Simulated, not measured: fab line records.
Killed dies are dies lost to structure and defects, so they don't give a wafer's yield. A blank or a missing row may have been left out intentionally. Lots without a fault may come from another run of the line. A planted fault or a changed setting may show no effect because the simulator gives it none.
Problem report, 8D (eight disciplines) form, completed by code	flow berkeley cmos170	the parts of the form that need people (team, actions taken, sign-off) are left out

## 1. THE ISSUE
Wafers without a fault read 399.9 sccm, standard deviation 1.1; o2 flow sccm at UCB170_ZERO_STRIP_07 reads a mean of 320.1 sccm on 6 wafers belonging to 2 lots. Measured from the usual mean, that is -72 standard deviations.
The step: strips in O2.
The first sign was on wafer L807.3 at day 5 01:59, on plasma asher-03. The record has a number at this step for 42 wafers belonging to 14 lots. Rule for "out" (also "out of limits"): further than 4 standard deviations from the usual mean. Any other wafer with a number is counted as sound.

## 2. WHAT IT IS, AND WHAT IT ISN'T
question	is	is not
which readings at this step	o2 flow sccm, strip time to endpoint s	drypump motor current A
which lots	L807, L811	L791, L792, L794, L795, L797, L799, L800, L801, L802, L805, L813, L814
which wafers of those lots	all that have a number	-
read on which tools	plasma asher-03	plasma asher-02, plasma asher-04
when	from day 5 01:59	up to then (30 sound wafers); but 6 sound wafers of L813, L814 came after

## 3. THE SUSPECTS, EACH WITH WHAT RULES IT OUT
Counting: a tool stays on the suspect list if, at a process step up to the reading, it processed all lots that are out and no sound lot following the first of them.
- plasma asher-03 at UCB170_ZERO_STRIP_07 (strips in O2): kept. It ran every lot that is out, first L807 (day 5 01:59), and no sound lot after that; its last sound lot up to then is L802 (day 4 00:52). Its own o2 flow sccm, strip time to endpoint s readings are out on those wafers.
The count leaves plasma asher-03 at UCB170_ZERO_STRIP_07.

## 4. THE CAUSE (what the simulator had put in)
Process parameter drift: plasma asher-03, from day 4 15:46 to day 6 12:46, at UCB170_ZERO_STRIP_07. Setting o2 flow sccm, moved by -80, from 400. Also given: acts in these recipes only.
This tool alone remained once counting was done.

## 5. THE EFFECT CHAIN, in route order
Rows list readings where the struck wafers' mean (over those with a number) sits beyond 3 standard deviations from the usual. Only readings for which the record gives a usual standard deviation are gone through. hours: the time from each lot's start at the first step in this table that gives one to its start at this step, as a median over the lots. sigmas: the change in usual standard deviations.
hours	step	reading	usual	on struck wafers	change	sigmas
0	UCB170_ZERO_STRIP_07	o2 flow sccm	399.9 sccm	320.1	-79.8	-72
0	UCB170_ZERO_STRIP_07	oes product au	0.727 a.u.	0.711	-0.016	-4.0
0	UCB170_ZERO_STRIP_07	strip time to endpoint s	21.49 s	22.25	+0.76	+11
Process steps it contains:
- UCB170_ZERO_STRIP_07: strips in O2.
Later steps that measure or inspect, where all struck wafers having a row at the step show a number for every such reading and not one has moved that far: UCB170_ACTIVE_THK_MEAS_06, UCB170_PLDD_OVL_MEAS_07.

## 6. WHAT WOULD HAVE CAUGHT IT SOONER
In this record no reading fell out of limits until day 5 01:59, 10 hours after the fault had begun at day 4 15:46.
